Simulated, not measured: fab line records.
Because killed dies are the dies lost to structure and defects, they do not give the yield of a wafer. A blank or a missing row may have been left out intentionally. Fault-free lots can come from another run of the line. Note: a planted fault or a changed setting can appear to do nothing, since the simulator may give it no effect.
8D (eight disciplines) problem report, filled in by code || flow berkeley_cmos170 || the parts of the form that need people (team, actions taken, sign-off) are left out

## 1. PROBLEM STATEMENT
PWELL_NITRIDE_THK at UCB170_PWELL_THK_MEAS_06 reads a mean of 233.7 nm on 3 wafers of 1 lot; wafers without a fault read 221.1 nm with a standard deviation of 2.1. Measured from the usual mean, that is +6.0 standard deviations.
First observed at day 7 00:57: wafer L133.1, on film_metro-02. The record has a number at this step for 39 wafers belonging to 13 lots. By rule, "out" or "out of limits" means more than 4 standard deviations away from the usual mean. The other wafers with a number count as sound.

## 2. WHAT IT IS, AND WHAT IT ISN'T
{"question": "which readings at this step", "is": "PWELL_NITRIDE_THK", "is not": "-"}
{"question": "which lots", "is": "L133", "is not": "L117, L118, L119, L121, L122, L123, L125, L130, L136, L137, L138, L139"}
{"question": "which wafers of those lots", "is": "all that have a number", "is not": "-"}
{"question": "read on which gauges", "is": "film_metro-02", "is not": "film_metro-03, film_metro-04"}
{"question": "when", "is": "from day 7 00:57", "is not": "up to then (24 sound wafers); but 12 sound wafers of L136, L137, L138, L139 came after"}

## 3. WHAT RULES OUT EACH SUSPECT
Counting: a tool at any process step up to the reading remains a suspect when it ran all the lots that are out and ran no sound lot after the first of those.
- the gauge at UCB170_PWELL_THK_MEAS_06: kept. All the wafers that are out were read on film_metro-02, and no step on other tools shows them out.
- lpcvd-01 at UCB170_PWELL_CVD_05 (deposits Si3N4 from SiH2Cl2/NH3, target thk 220 nm, time 3300 s): kept. It ran the lot that is out, L133 (day 6 23:02), and no sound lot after that; its last sound lot up to then is L136 (day 6 23:02).
After counting, lpcvd-01 at UCB170_PWELL_CVD_05 and film_metro-02 at UCB170_PWELL_THK_MEAS_06 remain.

## 4. THE CAUSE (what the simulator had put in)
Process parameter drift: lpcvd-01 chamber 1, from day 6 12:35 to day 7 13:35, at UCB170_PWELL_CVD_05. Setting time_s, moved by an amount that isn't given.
Of the 2 suspects that counting leaves, this tool is one.

## 5. THE EFFECT CHAIN, in route order
One row per reading whose mean, taken over the struck wafers that have a number, lies over 3 standard deviations from the usual. Scope: only readings with a usual standard deviation given in the record; hours: median across lots of the time from each lot's start at the first step in this table that gives one to its start at this step; sigmas: change in usual standard deviations.
{"hours": 0, "step": "UCB170_PWELL_THK_MEAS_06", "reading": "PWELL_NITRIDE_THK", "usual": "221.1 nm", "on struck wafers": 233.7, "change": "+12.6", "sigmas": "+6.0"}
At these later measuring or inspecting steps, every struck wafer for which the step has a row has a number for every such reading, and none has moved that far: UCB170_M3_THK_MEAS_03.

## 6. WHAT WOULD HAVE CAUGHT IT SOONER
In this record the first reading out of limits at a measuring or inspecting step was taken at day 7 00:57, 12 hours after the fault began at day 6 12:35.
The start of UCB170_PWELL_CVD_05 on lpcvd-01 came by day 7 00:57 for every one of the lots that are out (1). Had the tool been put on hold then, not one of them would have been saved.
